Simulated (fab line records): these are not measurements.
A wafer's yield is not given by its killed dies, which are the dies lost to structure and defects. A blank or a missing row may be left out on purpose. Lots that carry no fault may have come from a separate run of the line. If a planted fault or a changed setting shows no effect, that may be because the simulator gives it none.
A sampling plan put to the test | flow berkeley_cmos170 | one line in one fab, 13 faults in these records, each fault weighed on the records of the lots it struck
What counts as the plan is the set of the line's own looks, namely the steps on the route at which a gauge or an inspection reads a wafer and does not change it. A look can be judged if struck wafers have a number there and the file gives its usual mean and standard deviation on fault-free wafers. Caught: at a look after the fault's first step, the mean of the struck wafers lies 4 or more of those standard deviations (sigma) from the usual mean. On the tool: the fault's steps, tested the same way using the tool's own readings. Another recipe on the struck wafers, or a record that is blank for them alone, also counts as caught.

== THE FAULTS, as the simulator had put them in ==
1. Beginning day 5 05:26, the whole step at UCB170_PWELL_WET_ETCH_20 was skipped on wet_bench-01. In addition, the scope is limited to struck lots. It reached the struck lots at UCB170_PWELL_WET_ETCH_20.
2. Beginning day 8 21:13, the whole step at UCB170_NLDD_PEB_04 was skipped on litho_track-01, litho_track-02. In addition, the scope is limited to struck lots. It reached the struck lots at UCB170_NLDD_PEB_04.
3. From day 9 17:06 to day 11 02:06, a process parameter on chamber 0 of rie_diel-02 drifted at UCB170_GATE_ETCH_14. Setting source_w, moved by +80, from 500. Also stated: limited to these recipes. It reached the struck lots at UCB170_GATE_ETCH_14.
4. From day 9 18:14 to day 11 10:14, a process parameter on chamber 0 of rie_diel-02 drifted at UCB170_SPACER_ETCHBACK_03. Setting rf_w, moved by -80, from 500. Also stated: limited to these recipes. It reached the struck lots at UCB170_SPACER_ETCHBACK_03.
5. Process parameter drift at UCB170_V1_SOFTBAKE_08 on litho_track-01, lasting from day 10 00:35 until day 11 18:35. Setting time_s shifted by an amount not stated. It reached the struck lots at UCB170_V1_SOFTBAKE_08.
6. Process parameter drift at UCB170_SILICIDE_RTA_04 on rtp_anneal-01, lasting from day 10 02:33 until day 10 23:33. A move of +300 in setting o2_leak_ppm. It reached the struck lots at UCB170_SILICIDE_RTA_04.
7. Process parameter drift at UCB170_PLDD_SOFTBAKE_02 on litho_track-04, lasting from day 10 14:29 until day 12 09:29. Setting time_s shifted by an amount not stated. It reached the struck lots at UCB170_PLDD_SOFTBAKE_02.
8. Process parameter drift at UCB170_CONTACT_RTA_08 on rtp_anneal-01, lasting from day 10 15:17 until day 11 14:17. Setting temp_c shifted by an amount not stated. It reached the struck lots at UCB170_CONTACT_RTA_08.
9. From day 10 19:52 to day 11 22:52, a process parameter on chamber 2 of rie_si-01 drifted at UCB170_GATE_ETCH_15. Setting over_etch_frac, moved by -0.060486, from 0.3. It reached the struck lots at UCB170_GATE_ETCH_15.
10. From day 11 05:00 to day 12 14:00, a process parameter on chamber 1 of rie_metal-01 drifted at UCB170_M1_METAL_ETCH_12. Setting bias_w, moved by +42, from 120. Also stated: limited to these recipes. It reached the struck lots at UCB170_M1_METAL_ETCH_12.
11. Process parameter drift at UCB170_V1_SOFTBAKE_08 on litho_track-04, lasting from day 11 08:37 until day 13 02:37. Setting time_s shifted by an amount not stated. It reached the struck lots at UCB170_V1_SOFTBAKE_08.
12. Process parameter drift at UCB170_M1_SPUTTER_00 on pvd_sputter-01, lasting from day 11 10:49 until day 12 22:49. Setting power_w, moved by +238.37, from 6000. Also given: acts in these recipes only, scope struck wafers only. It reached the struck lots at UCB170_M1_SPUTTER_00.
13. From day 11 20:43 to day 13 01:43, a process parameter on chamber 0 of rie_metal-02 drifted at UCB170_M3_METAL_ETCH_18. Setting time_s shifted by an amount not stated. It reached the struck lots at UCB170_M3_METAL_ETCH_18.

== WHAT THE PLAN SAW ==
fault | on the tool itself                               | first look that catches it                      | reading, sigma | median hours from its first step to that look | hours from the fault's start to the first struck lot there | judged looks passed uncaught
1     | the tool's record is blank for the struck wafers | none of the 2 looks that can be judged after it | -              | -                                             | -                                                          | 2
2     | the tool's record is blank for the struck wafers | no look after it can be judged                  | -              | -                                             | -                                                          | 0
3     | rf_fwd_power_W +41 sigma                         | no look after it can be judged                  | -              | -                                             | -                                                          | 0
4     | rf_fwd_power_W -49 sigma                         | no look after it can be judged                  | -              | -                                             | -                                                          | 0
5     | heater_power_total_W +99 or beyond sigma         | no look after it can be judged                  | -              | -                                             | -                                                          | 0
6     | chamber_o2_ppm +99 or beyond sigma               | no look after it can be judged                  | -              | -                                             | -                                                          | 0
7     | run_length_s +18 sigma                           | none of the 2 looks that can be judged after it | -              | -                                             | -                                                          | 2
8     | wafer_temp_C_max -7.5 sigma                      | not the one look that can be judged after it    | -              | -                                             | -                                                          | 1
9     | only faintly: oes_product_au +2.4 sigma          | no look after it can be judged                  | -              | -                                             | -                                                          | 0
10    | bias_w +99 or beyond sigma                       | not the one look that can be judged after it    | -              | -                                             | -                                                          | 1
11    | heater_power_total_W +29 sigma                   | no look after it can be judged                  | -              | -                                             | -                                                          | 0
12    | cathode_dc_power_W +99 or beyond sigma           | no look after it can be judged                  | -              | -                                             | -                                                          | 0
13    | run_length_s -5.7 sigma                          | no look after it can be judged                  | -              | -                                             | -                                                          | 0
A dash: the fault isn't caught, or these records don't give the number.

Caught at a look: 0 of 13. Caught on the tool: 12 of 13. By one or the other: 12 of 13.
On the tool alone, faults 1, 2, 3, 4, 5, 6, 7, 8, 10, 11, 12, 13 were caught.
Caught by neither: fault 9.
